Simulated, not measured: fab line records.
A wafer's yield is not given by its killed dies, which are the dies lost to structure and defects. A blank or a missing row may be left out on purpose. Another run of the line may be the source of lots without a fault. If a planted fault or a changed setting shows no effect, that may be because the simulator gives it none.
Comparing a struck lot with a sound one || flow berkeley cmos170 || 15 out of 331 route steps
Sound: these wafers, L163.2, L163.3, L163.4. Wafers L151.1, L151.2, L151.3 were the ones struck. The cause comes at the end.
Each step with rows lists, per side, the tool, then ch with its chambers, then its first start. Under that, the readings that differ: sound wafers || struck wafers || difference of the means || sigmas: that difference in standard deviations of wafers without a fault.
alike: a reading whose means differ by less than 2 such deviations, as well as words and numbers matching on both sides. not compared: withheld readings; readings where some wafer has no value; bounds like >300 that might hide an equal value; numbers whose values overlap and for which the record gives no deviation.
Wherever a step has rows on one side only, a row that says differs or no value, or a row with sigmas, the two part there. Numbers that have no deviation but don't overlap get no sigmas and don't part them. A reading that every wafer of one side lacks parts them only if that side has two wafers or more.

UCB170_START_BOW_MEAS_00:
  sound on film metro-04 at day 4 23:01; struck on film metro-01 at day 2 11:00
  alike: INCOMING_BOW
then, 2 steps without rows for these wafers: UCB170_START_CLEAN_01 (cleans in dHF, time 60 s); UCB170_START_OXIDATION_02 (target thk 20 nm, ox time 1800 s).
UCB170_START_THK_MEAS_03:
  sound on film metro-01 at day 5 01:41; struck on film metro-04 at day 2 16:57
  alike: START_OXIDE_THK
then, 7 steps without rows for these wafers: UCB170_START_ANNEAL_04 (time 1200 s); UCB170_ZERO_HMDS_00 (prime time 60 s); UCB170_ZERO_COAT_01 (resist thk 900 nm); UCB170_ZERO_SOFTBAKE_02 (time 60 s); UCB170_ZERO_EXPOSE_03 (exposes mask PM MARKS, target cd 4000 nm); UCB170_ZERO_PEB_04; UCB170_ZERO_DEVELOP_05 (develop time 45 s).
UCB170_ZERO_ETCH_06: etches SiO2 in CHF3/CF4/Ar, time 12 s.
  sound on rie diel-03 ch 1,3, day 5 08:06; struck on rie diel-02 ch 0,1,3, day 3 02:31
  alike: cf4 flow sccm, drypump motor current A, oes product au, throttle valve pct
  not compared: rf hours counter h
UCB170_ZERO_STRIP_07: strips in O2.
  sound on plasma asher-02 ch 0,1, day 5 08:07; struck on plasma asher-04 ch 0,1, day 3 02:33
{"reading": "o2 flow sccm (sccm)", "sound": "399.7 398.3 400.4", "struck": "200.5 200.3 200.3", "difference": -199.1, "sigmas": "-99 or more"}
{"reading": "oes product au (a.u.)", "sound": "0.730 0.726 0.715", "struck": "0.661 0.673 0.672", "difference": -0.055, "sigmas": -12}
{"reading": "strip time to endpoint s (s)", "sound": "21.53 21.57 21.56", "struck": "24.64 24.63 24.64", "difference": "+3.08", "sigmas": "+47"}
  alike: drypump motor current A
  not compared: rf hours counter h
then, 1 step without rows for these wafers: UCB170_NWELL_WET_ETCH_00 (etches SiO2 in dHF, time 200 s).
UCB170_M3_PROBE_99:
  the record holds rows for the sound wafers here (prober-01, day 12 12:21) but none for the struck ones

== WHERE THEY PART ==
Last at UCB170_M3_PROBE_99 as far as this record goes, first at UCB170_ZERO_STRIP_07.

WHY: the cause the simulator had injected
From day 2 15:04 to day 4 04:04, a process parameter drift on plasma asher-04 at UCB170_ZERO_STRIP_07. The setting o2 flow sccm was moved by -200, starting from 400. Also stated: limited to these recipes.
